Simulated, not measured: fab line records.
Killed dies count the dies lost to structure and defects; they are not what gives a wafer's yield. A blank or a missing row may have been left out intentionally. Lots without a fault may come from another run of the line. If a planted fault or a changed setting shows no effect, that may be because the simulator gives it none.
A struck lot beside a sound one + flow rit cmos + 33 out of 202 route steps
Sound: the wafers L323.1, L323.5, L323.6. Wafers struck: L321.1, L321.3, L321.4. At the end, the cause is stated.
For every step that has rows: the tool of each side, followed by ch and its chambers, followed by its first start. Under that, the readings that differ: sound wafers + struck wafers + difference of the means + sigmas: that difference in standard deviations of wafers without a fault.
alike: same words and numbers on both sides, and readings whose means sit less than 2 such deviations apart. not compared: any withheld reading, any reading some wafer has no value for, any bound like >300 that may hide the same value, and any number with overlapping values for which the record gives no deviation.
Wherever a step has rows on one side only, a row that says differs or no value, or a row with sigmas, the two part there. Numbers that don't overlap but have no deviation are shown without sigmas and don't part them. Lack of a reading on every wafer of one side parts them only where that side has two or more wafers.

RIT_ACTIVE_BOW_MEAS_00:
  sound on film metro-04 at day 4 03:00; struck on film metro-02 at day 3 17:00
  alike: INCOMING_BOW
RIT_ACTIVE_OXIDATION_01: target thk 46.8 nm, ox time 3360 s.
  sound on furnace-04 ch 0, day 4 03:07; struck on furnace-03 ch 0, day 3 17:07
| reading               | sound                | struck               | difference | sigmas |
|-----------------------|----------------------|----------------------|------------|--------|
| spike tc source C (C) | 1026.8 1027.2 1027.8 | 1021.8 1022.6 1022.4 | -5.0       | -2     |
RIT_ACTIVE_THK_MEAS_02:
  sound on film metro-02 at day 4 05:03; struck on film metro-02 at day 3 19:03
  alike: ACTIVE_OXIDE_THK
then, 1 step without rows for these wafers: RIT_ACTIVE_CVD_03 (deposits Si3N4 from SiH2Cl2/NH3, target thk 150 nm, time 1500 s).
RIT_ACTIVE_THK_MEAS_04:
  sound on film metro-01 at day 4 06:32; struck on film metro-04 at day 3 20:32
  alike: ACTIVE_NITRIDE_THK
then, 6 steps without rows for these wafers: RIT_ACTIVE_HMDS_05 (prime time 60 s); RIT_ACTIVE_COAT_06 (resist thk 1000 nm); RIT_ACTIVE_SOFTBAKE_07 (time 60 s); RIT_ACTIVE_EXPOSE_08 (exposes mask M1, target cd 1400 nm); RIT_ACTIVE_PEB_09; RIT_ACTIVE_DEVELOP_10 (develop time 50 s).
RIT_ACTIVE_CD_MEAS_11 targets a cd of 1400 nm.
  sound on cd sem-01 at day 4 07:34; struck on cd sem-02 at day 3 21:26
  alike: cd nm
then, 1 step without rows for these wafers: RIT_ACTIVE_HARDBAKE_12 (time 60 s).
RIT_ACTIVE_ETCH_13: etches Si3N4 in SF6, stops on SiO2, time 210 s, target depth 210 nm.
  sound on rie diel-02 ch 0,1,2, day 4 07:50; struck on rie diel-04 ch 0,2,3, day 3 21:43
  alike: drypump motor current A, oes product au, rf fwd power W, throttle valve pct
  not compared: rf hours counter h
RIT_ACTIVE_STRIP_14: strips in O2, time 180 s.
  sound on plasma asher-02 ch 0,1, day 4 07:58; struck on plasma asher-02 ch 0,1, day 3 21:50
  alike: drypump motor current A
  not compared: rf hours counter h
RIT_ACTIVE_CD_MEAS_90 targets a cd of 1400 nm.
  sound on cd sem-01 at day 4 08:08; struck on cd sem-01 at day 3 22:01
  alike: cd nm
then, 4 steps without rows for these wafers: RIT_ACTIVE_CLEAN_15 (cleans in SC1, time 600 s); RIT_ACTIVE_CLEAN_16 (cleans in dHF, time 30 s); RIT_ACTIVE_CLEAN_17 (cleans in SC2, time 600 s); RIT_FOX1_OXIDATION_00 (target thk 350.7 nm, ox time 1130 s).
RIT_FOX1_THK_MEAS_01:
  sound on film metro-03 at day 4 11:35; struck on film metro-04 at day 3 23:52
| reading             | sound       | struck      | difference | sigmas |
|---------------------|-------------|-------------|------------|--------|
| FOX1_OXIDE_THK (nm) | 361 358 365 | 339 341 338 | -22        | -3     |
then, 2 steps without rows for these wafers: RIT_FOX1_WET_ETCH_02 (etches SiO2 in BOE, target depth 350 nm, time 390 s); RIT_FOX2_OXIDATION_00 (target thk 350.7 nm, ox time 1130 s).
RIT_FOX2_THK_MEAS_01:
  sound on film metro-03 at day 4 13:05; struck on film metro-03 at day 4 01:22
  alike: FOX2_OXIDE_THK
then, 2 steps without rows for these wafers: RIT_FOX2_CLEAN_02 (cleans in dHF, time 180 s); RIT_FOX2_WET_ETCH_03 (etches Si3N4 in H3PO4, target depth 195 nm, time 2700 s).
RIT_FOX2_THK_MEAS_90:
  sound on film metro-03 at day 4 13:58; struck on film metro-01 at day 4 02:24
  alike: FIELD_OXIDE_LEFT_1_THK
then, 4 steps without rows for these wafers: RIT_NWELL_HMDS_00 (prime time 60 s); RIT_NWELL_COAT_01 (resist thk 1300 nm); RIT_NWELL_SOFTBAKE_02 (time 60 s); RIT_NWELL_EXPOSE_03 (exposes mask M2, target cd 43900 nm).
RIT_M1_METAL_ETCH_12: etches Al in Cl2/BCl3, stops on SiO2, time 165 s, target depth 600 nm.
  sound on rie metal-02 ch 0,1, day 6 08:02; struck on rie metal-02 ch 0,1, day 5 15:26
| reading             | sound          | struck         | difference | sigmas |
|---------------------|----------------|----------------|------------|--------|
| model.M1.cd nm (nm) | 2600 2600 2601 | 2629 2628 2629 | +28        |        |
  alike: drypump motor current A, he backside leak sccm, oes product au, rf fwd power W, throttle valve pct
  not compared: rf hours counter h
RIT_M1_PROBE_99:
  sound on prober-02 at day 6 10:44; struck on prober-01 at day 5 17:43
| reading                      | sound          | struck         | difference | sigmas |
|------------------------------|----------------|----------------|------------|--------|
| model.etest.m1.width nm (nm) | 2596 2602 2602 | 2633 2629 2624 | +29        |        |
  alike: killed at contacts, killed at front end, killed dies, killed open, killed short

WHERE THEY PART
Last at RIT_FOX1_THK_MEAS_01 as far as this record goes, first at RIT_ACTIVE_OXIDATION_01. Later steps at which nothing parts them and some readings are alike: RIT_FOX2_THK_MEAS_01, RIT_FOX2_THK_MEAS_90, RIT_M1_METAL_ETCH_12, RIT_M1_PROBE_99.

WHY: whatever the simulator had introduced
Site profile drift: furnace-03, from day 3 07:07 on, at RIT_ACTIVE_OXIDATION_01. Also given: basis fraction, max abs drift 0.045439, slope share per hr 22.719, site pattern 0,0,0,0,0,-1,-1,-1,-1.
